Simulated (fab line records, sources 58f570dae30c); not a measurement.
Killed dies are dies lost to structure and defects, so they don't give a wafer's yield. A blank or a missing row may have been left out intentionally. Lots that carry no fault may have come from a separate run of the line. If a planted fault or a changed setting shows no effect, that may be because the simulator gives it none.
Which of the tools did it? | flow berkeley cmos170 | 14 lots with 42 wafers sampled at 3 steps, on a route of 331 steps

== WHAT EACH GAUGE READ, for each wafer ==
UCB170_SILICIDE_RS_MEAS_02: the measuring method here is four-point-probe. Usual: SILICIDE_TI_RS gives 26.2 ohm/sq (standard deviation 0.36).
lot  | measured     | on            | SILICIDE_TI_RS (ohm/sq) | flag
L696 | day 6 13:32  | film metro-04 | 26.0 26.4 26.5          |
L698 | day 7 12:56  | film metro-02 | 26.8 26.6 26.9          |
L703 | day 7 22:54  | film metro-02 | 26.3 25.7 26.1          |
L699 | day 7 23:21  | film metro-03 | 26.4 26.5 26.5          |
L700 | day 7 23:51  | film metro-02 | 26.5 26.1 26.5          |
L702 | day 8 00:14  | film metro-02 | 25.9 25.9 26.5          |
L706 | day 8 10:26  | film metro-04 | 25.6 26.6 26.4          |
L710 | day 9 16:04  | film metro-02 | 26.6 26.1 26.4          |
L709 | day 9 19:53  | film metro-02 | 26.0 25.9 25.7          |
L713 | day 9 20:42  | film metro-02 | 26.5 26.3 26.5          |
L714 | day 10 13:17 | film metro-03 | 26.0 26.4 26.3          |
L716 | day 11 01:11 | film metro-02 | 27.2 26.2 26.4          |
L717 | day 11 01:35 | film metro-02 | 25.7 25.8 26.0          |
L719 | day 11 12:56 | film metro-04 | 26.8 26.1 27.0          |

UCB170_CONTACT_CD_MEAS_15 targets a cd of 700 nm. Usual: cd nm at 700.1 nm, with a standard deviation of 1.4.
lot  | measured     | on        | cd nm (nm)        | flag
L696 | day 6 19:02  | cd sem-02 | 700.8 699.2 700.2 |
L698 | day 7 19:20  | cd sem-02 | 701.9 700.6 700.6 |
L703 | day 8 03:07  | cd sem-01 | 699.0 698.5 698.9 |
L699 | day 8 07:43  | cd sem-02 | 701.7 700.7 701.2 |
L700 | day 8 07:44  | cd sem-01 | 699.5 699.4 699.2 |
L702 | day 8 08:17  | cd sem-02 | 703.2 701.2 701.8 |
L706 | day 8 16:09  | cd sem-01 | 698.9 698.9 699.9 |
L710 | day 9 21:11  | cd sem-02 | 697.8 697.5 698.3 |
L709 | day 9 23:55  | cd sem-02 | 699.2 699.6 697.9 |
L713 | day 10 01:46 | cd sem-01 | 700.5 699.0 699.3 |
L714 | day 10 19:40 | cd sem-01 | 700.7 699.2 701.9 |
L716 | day 11 05:08 | cd sem-01 | 699.2 700.3 699.5 |
L717 | day 11 07:47 | cd sem-02 | 698.3 699.3 697.4 |
L719 | day 11 18:14 | cd sem-01 | 701.6 700.1 699.3 |

== WHAT TOOL EACH LOT RAN ON (gives the tool, then ch and the chambers of the sampled wafers, and finally the start) ==
lot  | UCB170_CONTACT_RTA_08
L696 | rtp anneal-02 ch 0, day 6 16:58
L698 | rtp anneal-02 ch 0, day 7 17:17
L703 | rtp anneal-02 ch 0, day 8 02:05
L699 | rtp anneal-01 ch 0, day 8 05:35
L700 | rtp anneal-02 ch 0, day 8 05:35
L702 | rtp anneal-01 ch 0, day 8 05:40
L706 | rtp anneal-01 ch 0, day 8 14:44
L710 | rtp anneal-01 ch 0, day 9 20:07
L709 | rtp anneal-02 ch 0, day 9 22:53
L713 | rtp anneal-01 ch 0, day 10 00:46
L714 | rtp anneal-01 ch 0, day 10 18:38
L716 | rtp anneal-01 ch 0, day 11 04:13
L717 | rtp anneal-01 ch 0, day 11 06:14
L719 | rtp anneal-01 ch 0, day 11 16:59
- UCB170_CONTACT_RTA_08: time 10 s.

== WHAT THE TOOLS THEMSELVES READ (means of the sampled wafers that have a number; where no wafer has one, the mark that the record gives instead) ==
UCB170_CONTACT_RTA_08. Usual: anneal temp c max 903.3, standard deviation 1.3; chamber o2 ppm 1.995, standard deviation 0.018; lamp power pct 26.4 %, standard deviation 1.5; wafer_temp_C_max 904.1, standard deviation 0.75.
lot  | tool          | anneal temp c max | chamber o2 ppm | lamp power pct (%) | wafer_temp_C_max | flag
L696 | rtp anneal-02 | 901.7             | 2.015          | 27.8               | 903.6            |
L698 | rtp anneal-02 | 902.7             | 1.988          | 27.8               | 904.7            |
L703 | rtp anneal-02 | 901.9             | 1.984          | 27.8               | 903.6            |
L699 | rtp anneal-01 | 903.7             | 1.979          | 24.8               | 903.7            |
L700 | rtp anneal-02 | 902.3             | 2.000          | 27.9               | 903.7            |
L702 | rtp anneal-01 | 904.6             | 1.966          | 24.8               | 903.8            |
L706 | rtp anneal-01 | 904.4             | 2.010          | 24.8               | 904.6            |
L710 | rtp anneal-01 | 903.6             | 1.986          | 24.8               | 904.3            |
L709 | rtp anneal-02 | 901.6             | 2.000          | 27.8               | 903.4            |
L713 | rtp anneal-01 | 904.4             | 2.005          | 24.8               | 903.8            |
L714 | rtp anneal-01 | 904.6             | 2.014          | 24.8               | 903.9            |
L716 | rtp anneal-01 | 904.5             | 2.000          | 24.8               | 904.0            |
L717 | rtp anneal-01 | 904.4             | 1.988          | 24.8               | 903.1            |
L719 | rtp anneal-01 | 904.8             | 2.009          | 24.8               | 904.4            |

== THE ANSWER, worked out from the rows above alone ==
Rule: lot off if the mean of its wafers having a number is beyond 3 standard deviations from the usual mean. Also off: a lot with no number at a reading for which 4 or more lots have one. Where the step has rows for the other lots, those lots are counted as sound. First the gauges in route order, then the tools' own readings, where a lot's mean is used as printed above. The first step at which some lot is off is used, and at that step the reading that is off furthest; a lot without a number counts as furthest.
None of the lots is off at any reading shown; this tells nothing.

== WHAT THE SIMULATOR HAD PUT IN ==
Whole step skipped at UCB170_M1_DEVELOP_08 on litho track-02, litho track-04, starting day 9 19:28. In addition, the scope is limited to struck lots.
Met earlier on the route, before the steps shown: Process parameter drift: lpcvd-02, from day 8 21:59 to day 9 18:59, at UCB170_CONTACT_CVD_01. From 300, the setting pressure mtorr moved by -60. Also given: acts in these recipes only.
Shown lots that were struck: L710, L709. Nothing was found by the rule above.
